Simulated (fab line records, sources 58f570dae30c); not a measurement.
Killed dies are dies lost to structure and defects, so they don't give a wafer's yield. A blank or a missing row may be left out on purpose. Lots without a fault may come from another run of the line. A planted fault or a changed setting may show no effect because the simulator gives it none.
Which tool did it? | flow berkeley_cmos170 | 14 lots, 42 wafers sampled, at 6 steps of a route of 331

WHAT THE GAUGES READ, wafer by wafer
UCB170_M1_OVL_MEAS_10. Usual: M1_OVL -1 nm, standard deviation 4.2.
lot  | measured     | on         | M1_OVL (nm) | flag
L132 | day 7 14:43  | overlay-02 | 6 1 0       |
L131 | day 7 14:59  | overlay-02 | -10 -7 -3   |
L133 | day 7 15:41  | overlay-02 | -1 -5 -11   |
L134 | day 7 15:59  | overlay-01 | 6 0 3       |
L136 | day 8 04:23  | overlay-02 | -2 5 -3     |
L138 | day 8 11:52  | overlay-01 | 0 -5 3      |
L139 | day 9 02:55  | overlay-02 | 0 -9 -9     |
L141 | day 9 14:14  | overlay-01 | 1 1 -6      |
L143 | day 9 20:32  | overlay-01 | -7 -7 -3    |
L142 | day 9 20:50  | overlay-01 | 6 -3 -2     |
L148 | day 10 11:20 | overlay-01 | -7 -2 2     |
L152 | day 11 05:53 | overlay-02 | 2 5 7       |
L154 | day 11 08:12 | overlay-02 | 3 2 0       |
L153 | day 11 10:19 | overlay-01 | 0 2 -2      |

UCB170_V1_BOW_MEAS_03. Usual: V1_BOW 19 um, standard deviation 7.4.
lot  | measured     | on            | V1_BOW (um) | flag
L132 | day 7 21:29  | film_metro-01 | 16 17 13    |
L131 | day 7 21:47  | film_metro-01 | 11 13 27    |
L133 | day 7 21:32  | film_metro-03 | 23 23 30    |
L134 | day 7 21:51  | film_metro-03 | 28 32 8     |
L136 | day 8 10:42  | film_metro-03 | 17 17 33    |
L138 | day 8 15:53  | film_metro-01 | 13 10 15    |
L139 | day 9 07:02  | film_metro-01 | 23 16 25    |
L141 | day 9 18:34  | film_metro-01 | 18 19 18    |
L143 | day 10 01:08 | film_metro-03 | 21 23 16    |
L142 | day 10 01:09 | film_metro-01 | 27 22 14    |
L148 | day 10 15:01 | film_metro-03 | 24 16 29    |
L152 | day 11 13:27 | film_metro-01 | 25 23 20    |
L154 | day 11 13:44 | film_metro-01 | 22 -2 15    |
L153 | day 11 13:44 | film_metro-03 | 18 25 24    |

UCB170_M2_CD_MEAS_90: target cd 700 nm. Usual: cd_nm 699.0 nm, standard deviation 2.8.
lot  | measured     | on        | cd_nm (nm)        | flag
L132 | day 8 01:44  | cd_sem-02 | 698.5 692.4 695.5 |
L131 | day 8 05:51  | cd_sem-02 | 699.1 702.2 703.7 |
L133 | day 8 02:25  | cd_sem-02 | 702.4 700.2 700.1 |
L134 | day 8 06:27  | cd_sem-01 | 693.8 693.3 692.3 |
L136 | day 8 15:55  | cd_sem-01 | 701.4 702.7 702.7 |
L138 | day 8 20:28  | cd_sem-01 | 699.6 696.4 700.8 |
L139 | day 9 13:46  | cd_sem-02 | 703.4 695.9 702.3 |
L141 | day 9 23:56  | cd_sem-02 | 698.4 700.4 701.5 |
L143 | day 10 06:45 | cd_sem-01 | 708.9 712.7 710.7 | OFF
L142 | day 10 06:23 | cd_sem-01 | 701.2 699.3 697.4 |
L148 | day 10 20:53 | cd_sem-02 | 706.2 709.8 710.8 | OFF
L152 | day 11 19:55 | cd_sem-01 | 695.1 694.3 699.1 |
L154 | day 11 20:20 | cd_sem-01 | 697.0 697.3 696.6 |
L153 | day 11 20:06 | cd_sem-02 | 702.0 700.5 704.1 |

WHICH TOOL RAN EACH LOT (tool, then ch and the chambers of the sampled wafers, then the start)
lot  | UCB170_CONTACT_STRIP_06              | UCB170_M2_METAL_ETCH_18           | UCB170_M2_STRIP_19
L132 | plasma_asher-02 ch 0,1, day 7 11:20  | rie_metal-04 ch 0,1, day 8 01:27  | plasma_asher-01 ch 0,1, day 8 01:38
L131 | plasma_asher-03 ch 0,1, day 7 11:21  | rie_metal-03 ch 0,1, day 8 05:34  | plasma_asher-04 ch 0,1, day 8 05:45
L133 | plasma_asher-03 ch 0,1, day 7 12:25  | rie_metal-02 ch 1, day 8 02:08    | plasma_asher-04 ch 0,1, day 8 02:19
L134 | plasma_asher-02 ch 0,1, day 7 12:41  | rie_metal-04 ch 0,1, day 8 06:08  | plasma_asher-04 ch 0,1, day 8 06:20
L136 | plasma_asher-03 ch 0,1, day 8 00:47  | rie_metal-03 ch 0,1, day 8 15:37  | plasma_asher-04 ch 0,1, day 8 15:47
L138 | plasma_asher-02 ch 0,1, day 8 08:23  | rie_metal-04 ch 0,1, day 8 20:11  | plasma_asher-01 ch 0,1, day 8 20:22
L139 | plasma_asher-03 ch 0,1, day 8 22:23  | rie_metal-02 ch 0,1, day 9 13:29  | plasma_asher-03 ch 0,1, day 9 13:40
L141 | plasma_asher-01 ch 0,1, day 9 08:23  | rie_metal-03 ch 0,1, day 9 23:37  | plasma_asher-01 ch 0,1, day 9 23:49
L143 | plasma_asher-02 ch 0,1, day 9 15:59  | rie_metal-03 ch 0,1, day 10 06:28 | plasma_asher-01 ch 0,1, day 10 06:39
L142 | plasma_asher-03 ch 0,1, day 9 16:07  | rie_metal-04 ch 0,1, day 10 06:05 | plasma_asher-04 ch 0,1, day 10 06:16
L148 | plasma_asher-03 ch 0,1, day 10 06:16 | rie_metal-03 ch 0, day 10 20:35   | plasma_asher-01 ch 0,1, day 10 20:47
L152 | plasma_asher-03 ch 0,1, day 11 02:31 | rie_metal-04 ch 0, day 11 19:31   | plasma_asher-01 ch 0,1, day 11 19:46
L154 | plasma_asher-03 ch 0,1, day 11 05:05 | rie_metal-04 ch 0,1, day 11 19:59 | plasma_asher-01 ch 0,1, day 11 20:14
L153 | plasma_asher-02 ch 0,1, day 11 06:52 | rie_metal-02 ch 0,1, day 11 19:49 | plasma_asher-04 ch 0,1, day 11 20:00
- UCB170_CONTACT_STRIP_06: strips in O2.
- UCB170_M2_METAL_ETCH_18: etches Al in Cl2/BCl3, stops on SiO2, target depth 1170 nm, time 195 s.
- UCB170_M2_STRIP_19: strips in O2.

WHAT THE TOOLS THEMSELVES READ (means of the sampled wafers that have a number; where no wafer has one, the mark that the record gives instead)
UCB170_CONTACT_STRIP_06. Usual: drypump_motor_current_A 5.7 A, standard deviation 0.43; oes_product_au 0.735 a.u., standard deviation 0.0045; strip_time_to_endpoint_s 21.99 s, standard deviation 0.064.
lot  | tool            | drypump_motor_current_A (A) | oes_product_au (a.u.) | strip_time_to_endpoint_s (s) | flag
L132 | plasma_asher-02 | 5.4                         | 0.736                 | 21.90                        |
L131 | plasma_asher-03 | 6.0                         | 0.734                 | 22.00                        |
L133 | plasma_asher-03 | 6.1                         | 0.732                 | 22.01                        |
L134 | plasma_asher-02 | 5.6                         | 0.729                 | 21.96                        |
L136 | plasma_asher-03 | 6.1                         | 0.732                 | 22.03                        |
L138 | plasma_asher-02 | 5.6                         | 0.729                 | 21.92                        |
L139 | plasma_asher-03 | 5.9                         | 0.733                 | 22.01                        |
L141 | plasma_asher-01 | 5.4                         | 0.737                 | 22.07                        |
L143 | plasma_asher-02 | 5.4                         | 0.736                 | 22.00                        |
L142 | plasma_asher-03 | 6.0                         | 0.738                 | 21.97                        |
L148 | plasma_asher-03 | 6.1                         | 0.735                 | 21.98                        |
L152 | plasma_asher-03 | 5.9                         | 0.736                 | 21.99                        |
L154 | plasma_asher-03 | 6.1                         | 0.737                 | 21.98                        |
L153 | plasma_asher-02 | 5.4                         | 0.735                 | 21.90                        |

UCB170_M2_METAL_ETCH_18. Usual: drypump_motor_current_A 5.53 A, standard deviation 0.29; oes_product_au 0.859 a.u., standard deviation 0.019; rf_fwd_power_W 597.6 W, standard deviation 2.1; throttle_valve_pct 24.49 %, standard deviation 0.22.
lot  | tool         | drypump_motor_current_A (A) | oes_product_au (a.u.) | rf_fwd_power_W (W) | throttle_valve_pct (%) | flag
L132 | rie_metal-04 | 5.17                        | 0.878                 | 598.0              | 24.52                  |
L131 | rie_metal-03 | 5.73                        | 0.849                 | 597.1              | 24.62                  |
L133 | rie_metal-02 | 5.83                        | 0.874                 | 598.0              | 24.06                  |
L134 | rie_metal-04 | 5.29                        | 0.879                 | 596.8              | 24.59                  |
L136 | rie_metal-03 | 5.72                        | 0.836                 | 596.9              | 24.62                  |
L138 | rie_metal-04 | 5.17                        | 0.883                 | 596.8              | 24.51                  |
L139 | rie_metal-02 | 5.68                        | 0.862                 | 600.4              | 24.26                  |
L141 | rie_metal-03 | 5.73                        | 0.844                 | 596.8              | 24.61                  |
L143 | rie_metal-03 | 5.82                        | 0.832                 | 600.0              | 24.53                  |
L142 | rie_metal-04 | 5.19                        | 0.875                 | 595.6              | 24.52                  |
L148 | rie_metal-03 | 5.88                        | 0.820                 | 594.7              | 24.42                  |
L152 | rie_metal-04 | 5.41                        | 0.876                 | 595.8              | 24.66                  |
L154 | rie_metal-04 | 5.18                        | 0.879                 | 597.5              | 24.52                  |
L153 | rie_metal-02 | 5.68                        | 0.863                 | 599.2              | 24.25                  |

UCB170_M2_STRIP_19. Usual: drypump_motor_current_A 5.7 A, standard deviation 0.52; oes_product_au 0.535 a.u., standard deviation 0.022.
lot  | tool            | drypump_motor_current_A (A) | oes_product_au (a.u.) | flag
L132 | plasma_asher-01 | 5.4                         | 0.507                 |
L131 | plasma_asher-04 | 5.5                         | 0.548                 |
L133 | plasma_asher-04 | 5.5                         | 0.546                 |
L134 | plasma_asher-04 | 5.5                         | 0.512                 |
L136 | plasma_asher-04 | 5.5                         | 0.540                 |
L138 | plasma_asher-01 | 5.9                         | 0.507                 |
L139 | plasma_asher-03 | 5.9                         | 0.539                 |
L141 | plasma_asher-01 | 5.4                         | 0.553                 |
L143 | plasma_asher-01 | 5.4                         | 0.709                 | OFF
L142 | plasma_asher-04 | 5.6                         | 0.509                 |
L148 | plasma_asher-01 | 5.9                         | 0.710                 | OFF
L152 | plasma_asher-01 | 5.9                         | 0.521                 |
L154 | plasma_asher-01 | 5.9                         | 0.505                 |
L153 | plasma_asher-04 | 5.6                         | 0.547                 |

THE ANSWER, worked out from the rows above alone
Rule: a lot is off if the mean of its wafers that have a number lies more than 3 standard deviations from the usual mean. A lot without any number at a reading at which 4 lots or more have one is off too. The other lots that the step has rows for count as sound. The gauges are gone through in route order, then the tools' own readings, and for those a lot's mean is taken as printed above. The first step at which some lot is off is used, and at that step the reading that is off furthest; a lot without a number counts as furthest.
Off: L143, L148, at UCB170_M2_CD_MEAS_90 (cd_nm).
A tool fits if, at a process step before that reading, it ran every lot that is off, and no sound lot after the first of them. The gauges at UCB170_M2_CD_MEAS_90 aren't tried: what is off there is off at UCB170_M2_STRIP_19 too, on other tools, and a gauge's error can't cause that. One fits: rie_metal-03 at UCB170_M2_METAL_ETCH_18. Its last sound lot is L141 (day 9 23:37), its first lot that is off L143 (day 10 06:28): a fault that began between those two fits.

WHAT THE SIMULATOR HAD PUT IN
Process parameter drift: rie_metal-03, from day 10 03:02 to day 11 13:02, at UCB170_M2_METAL_ETCH_18. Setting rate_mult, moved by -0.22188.
Lots struck among those shown: L143, L148. The rule above found the same.
